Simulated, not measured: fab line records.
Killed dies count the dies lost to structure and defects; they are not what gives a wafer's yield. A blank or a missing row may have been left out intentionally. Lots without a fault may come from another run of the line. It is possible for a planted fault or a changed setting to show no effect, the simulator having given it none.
Which tool did it? :: flow ritCmos :: 45 wafers from 15 lots sampled at 3 of the route's 202 steps

## WHAT THE GAUGES READ, wafer by wafer
RIT_NWELL_OVL_MEAS_06. Usual: for NWELL_OVL the level is -1.4 nm and the standard deviation is 1.2.
lot: L475
measured: day 2 07:38
on: overlay-02
NWELL_OVL (nm): -2.7 -0.1 -1.4
flag: 

lot: L478
measured: day 2 22:24
on: overlay-01
NWELL_OVL (nm): - - -
flag: OFF

lot: L479
measured: day 3 03:46
on: overlay-01
NWELL_OVL (nm): - - -
flag: OFF

lot: L480
measured: day 3 08:55
on: overlay-02
NWELL_OVL (nm): - - -
flag: OFF

lot: L484
measured: day 4 04:56
on: overlay-02
NWELL_OVL (nm): -1.4 -2.4 -1.7
flag: 

lot: L485
measured: day 4 08:58
on: overlay-01
NWELL_OVL (nm): -2.7 -3.0 -3.7
flag: 

lot: L486
measured: day 4 15:20
on: overlay-02
NWELL_OVL (nm): 0.5 -0.9 -1.7
flag: 

lot: L487
measured: day 4 19:02
on: overlay-02
NWELL_OVL (nm): -3.3 -3.0 -3.6
flag: 

lot: L489
measured: day 5 06:50
on: overlay-02
NWELL_OVL (nm): 0.4 0.7 -0.5
flag: 

lot: L490
measured: day 5 11:02
on: overlay-02
NWELL_OVL (nm): -1.2 -0.7 -1.0
flag: 

lot: L491
measured: day 5 15:40
on: overlay-02
NWELL_OVL (nm): 0.3 0.6 -0.2
flag: 

lot: L493
measured: day 6 02:44
on: overlay-01
NWELL_OVL (nm): -2.2 -2.7 -2.1
flag: 

lot: L494
measured: day 6 05:32
on: overlay-02
NWELL_OVL (nm): 0.0 0.0 1.6
flag: 

lot: L495
measured: day 6 12:59
on: overlay-02
NWELL_OVL (nm): -2.3 -3.2 -2.1
flag: 

lot: L496
measured: day 6 15:35
on: overlay-02
NWELL_OVL (nm): 0.8 -0.2 -1.0
flag: 

RIT_PWELL_TW_MEAS_10. Usual: for PWELL_TW the level is 939 and the standard deviation is 6.3.
lot: L475
measured: day 2 09:53
on: filmMetro-01
PWELL_TW: 942 942 941
flag: 

lot: L478
measured: day 3 00:34
on: filmMetro-04
PWELL_TW: 2159 2150 2179
flag: OFF

lot: L479
measured: day 3 06:03
on: filmMetro-04
PWELL_TW: 2169 2162 2154
flag: OFF

lot: L480
measured: day 3 11:13
on: filmMetro-03
PWELL_TW: 2155 2145 2162
flag: OFF

lot: L484
measured: day 4 07:19
on: filmMetro-04
PWELL_TW: 935 937 946
flag: 

lot: L485
measured: day 4 11:08
on: filmMetro-01
PWELL_TW: 943 941 940
flag: 

lot: L486
measured: day 4 17:34
on: filmMetro-04
PWELL_TW: 940 937 936
flag: 

lot: L487
measured: day 4 21:13
on: filmMetro-03
PWELL_TW: 943 935 937
flag: 

lot: L489
measured: day 5 09:08
on: filmMetro-01
PWELL_TW: 948 945 949
flag: 

lot: L490
measured: day 5 13:19
on: filmMetro-01
PWELL_TW: 945 944 948
flag: 

lot: L491
measured: day 5 17:50
on: filmMetro-04
PWELL_TW: 932 936 936
flag: 

lot: L493
measured: day 6 04:54
on: filmMetro-01
PWELL_TW: 940 945 938
flag: 

lot: L494
measured: day 6 07:50
on: filmMetro-04
PWELL_TW: 934 932 931
flag: 

lot: L495
measured: day 6 15:22
on: filmMetro-03
PWELL_TW: 932 935 933
flag: 

lot: L496
measured: day 6 17:58
on: filmMetro-01
PWELL_TW: 943 941 940
flag: 

## EACH LOT AND THE TOOL THAT RAN IT (in order: tool; ch and the chambers of the sampled wafers; start)
lot: L475
RIT_NWELL_COAT_01: lithoTrack-01 ch 0, day 2 06:58

lot: L478
RIT_NWELL_COAT_01: lithoTrack-02, day 2 21:41

lot: L479
RIT_NWELL_COAT_01: lithoTrack-02, day 3 03:04

lot: L480
RIT_NWELL_COAT_01: lithoTrack-01, day 3 08:13

lot: L484
RIT_NWELL_COAT_01: lithoTrack-01 ch 0, day 4 04:05

lot: L485
RIT_NWELL_COAT_01: lithoTrack-01 ch 0, day 4 07:58

lot: L486
RIT_NWELL_COAT_01: lithoTrack-02 ch 0, day 4 14:38

lot: L487
RIT_NWELL_COAT_01: lithoTrack-01 ch 0, day 4 18:18

lot: L489
RIT_NWELL_COAT_01: lithoTrack-02 ch 0, day 5 06:08

lot: L490
RIT_NWELL_COAT_01: lithoTrack-02 ch 0, day 5 10:19

lot: L491
RIT_NWELL_COAT_01: lithoTrack-04 ch 0, day 5 14:56

lot: L493
RIT_NWELL_COAT_01: lithoTrack-04 ch 0, day 6 01:54

lot: L494
RIT_NWELL_COAT_01: lithoTrack-01 ch 0, day 6 04:52

lot: L495
RIT_NWELL_COAT_01: lithoTrack-01 ch 0, day 6 12:08

lot: L496
RIT_NWELL_COAT_01: lithoTrack-01 ch 0, day 6 14:53
- RIT_NWELL_COAT_01: resist thk 1321 nm.

## WHAT THE TOOLS THEMSELVES READ (means of the sampled wafers that have a number; where no wafer has one, the mark that the record gives instead)
RIT_NWELL_COAT_01. Usual: chillPlateTempC 23.00 C, standard deviation 0.11; dispensePressureKPa 54.1 kPa, standard deviation 2.9; spinSpeedRpm 2000.1 rpm, standard deviation 1.1.
lot: L475
tool: lithoTrack-01
chillPlateTempC (C): 23.04
dispensePressureKPa (kPa): 54.6
spinSpeedRpm (rpm): 1998.7
flag: 

lot: L478
tool: lithoTrack-02
chillPlateTempC (C): -
dispensePressureKPa (kPa): -
spinSpeedRpm (rpm): -
flag: OFF

lot: L479
tool: lithoTrack-02
chillPlateTempC (C): -
dispensePressureKPa (kPa): -
spinSpeedRpm (rpm): -
flag: OFF

lot: L480
tool: lithoTrack-01
chillPlateTempC (C): -
dispensePressureKPa (kPa): -
spinSpeedRpm (rpm): -
flag: OFF

lot: L484
tool: lithoTrack-01
chillPlateTempC (C): 23.03
dispensePressureKPa (kPa): 54.6
spinSpeedRpm (rpm): 1999.9
flag: 

lot: L485
tool: lithoTrack-01
chillPlateTempC (C): 23.04
dispensePressureKPa (kPa): 54.6
spinSpeedRpm (rpm): 2001.2
flag: 

lot: L486
tool: lithoTrack-02
chillPlateTempC (C): 23.00
dispensePressureKPa (kPa): 50.6
spinSpeedRpm (rpm): 2000.5
flag: 

lot: L487
tool: lithoTrack-01
chillPlateTempC (C): 23.08
dispensePressureKPa (kPa): 54.5
spinSpeedRpm (rpm): 1998.8
flag: 

lot: L489
tool: lithoTrack-02
chillPlateTempC (C): 23.03
dispensePressureKPa (kPa): 50.6
spinSpeedRpm (rpm): 2000.5
flag: 

lot: L490
tool: lithoTrack-02
chillPlateTempC (C): 22.89
dispensePressureKPa (kPa): 50.6
spinSpeedRpm (rpm): 2000.1
flag: 

lot: L491
tool: lithoTrack-04
chillPlateTempC (C): 23.02
dispensePressureKPa (kPa): 58.2
spinSpeedRpm (rpm): 1999.7
flag: 

lot: L493
tool: lithoTrack-04
chillPlateTempC (C): 22.99
dispensePressureKPa (kPa): 58.2
spinSpeedRpm (rpm): 2000.2
flag: 

lot: L494
tool: lithoTrack-01
chillPlateTempC (C): 22.98
dispensePressureKPa (kPa): 54.5
spinSpeedRpm (rpm): 2000.4
flag: 

lot: L495
tool: lithoTrack-01
chillPlateTempC (C): 22.77
dispensePressureKPa (kPa): 54.6
spinSpeedRpm (rpm): 2000.7
flag: 

lot: L496
tool: lithoTrack-01
chillPlateTempC (C): 22.89
dispensePressureKPa (kPa): 54.6
spinSpeedRpm (rpm): 2001.0
flag: 

## THE ANSWER, worked out from the rows above alone
Rule: take the mean of a lot's wafers that have a number; if it is more than 3 standard deviations from the usual mean, the lot is off. Also off: a lot with no number at a reading for which 4 or more lots have one. Any other lot the step has rows for is counted as sound. The gauges are gone through in route order, then the tools' own readings, and for those a lot's mean is taken as printed above. The first step at which some lot is off is used, and at that step the reading that is off furthest; a lot without a number counts as furthest.
Off: at RIT_NWELL_OVL_MEAS_06 (NWELL_OVL), L478, L479, L480. Without a number there: L478, L479, L480.
If a tool, at a process step before that reading, ran all the lots that are off and no sound lot after the first of them, it fits. Not tried: the gauges at RIT_NWELL_OVL_MEAS_06; whatever is off there is also off at RIT_PWELL_TW_MEAS_10, on other tools, and gauge error can't account for it. No candidate that was tried fits.

## WHAT THE SIMULATOR HAD INSERTED
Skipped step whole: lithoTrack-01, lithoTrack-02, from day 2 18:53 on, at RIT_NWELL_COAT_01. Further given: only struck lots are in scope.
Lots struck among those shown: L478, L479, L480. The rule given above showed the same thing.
